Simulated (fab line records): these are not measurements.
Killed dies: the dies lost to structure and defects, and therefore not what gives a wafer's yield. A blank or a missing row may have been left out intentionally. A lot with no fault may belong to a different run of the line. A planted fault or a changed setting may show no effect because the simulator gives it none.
Chamber matching | flow berkeley-cmos170 | 4 sister chambers for UCB170_M1_ETCH_11 on rie-diel-01
The step etches BARC in N2/H2. 8 wafers are shown with their chamber, then 7 later ones without.

## WAFERS WITH THEIR CHAMBER
wafer  | chamber | throttle-valve-pct (%) | drypump-motor-current-A (A)
L363.2 | 1       | 13.21                  | 5.8
L365.2 | 2       | 12.88                  | 5.4
L365.5 | 0       | 13.50                  | 5.0
L369.3 | 2       | 12.88                  | 5.4
L369.4 | 0       | 13.51                  | 5.0
L369.5 | 3       | 13.11                  | 6.1
L378.1 | 1       | 13.22                  | 5.7
L378.5 | 3       | 13.12                  | 6.2

## WAFERS MISSING THEIR CHAMBER
wafer  | throttle-valve-pct (%) | drypump-motor-current-A (A)
L378.6 | 12.88                  | 5.4
L382.4 | 13.49                  | 5.0
L382.5 | 13.23                  | 5.7
L382.6 | 12.87                  | 5.4
L381.1 | 13.11                  | 6.2
L381.2 | 12.88                  | 5.4
L381.5 | 13.24                  | 5.8

## WHICH CHAMBER EACH ONE RAN IN
wafer  | from the rows above | in truth
L378.6 | 2                   | 2
L382.4 | 0                   | 0
L382.5 | 1                   | 1
L382.6 | 2                   | 2
L381.1 | 3                   | 3
L381.2 | 2                   | 2
L381.5 | 1                   | 1
7 of 7 placed correctly. Number that these rows cannot place: 0. Wrongly placed: 0.
How it was worked out, from the rows above alone: a wafer's distance from a chamber is the root of the sum, over the readings, of the square of ((its reading less the chamber's mean) divided by the reading's scatter). If the next closest chamber is less than 2 further off than the closest, the wafer can't be placed; otherwise it belongs to the closest. The mean given for a chamber averages the wafers shown for that chamber. The scatter: the root of (the sum of the squares of (reading less its chamber's mean) over the shown wafers, divided by (wafers less chambers)).
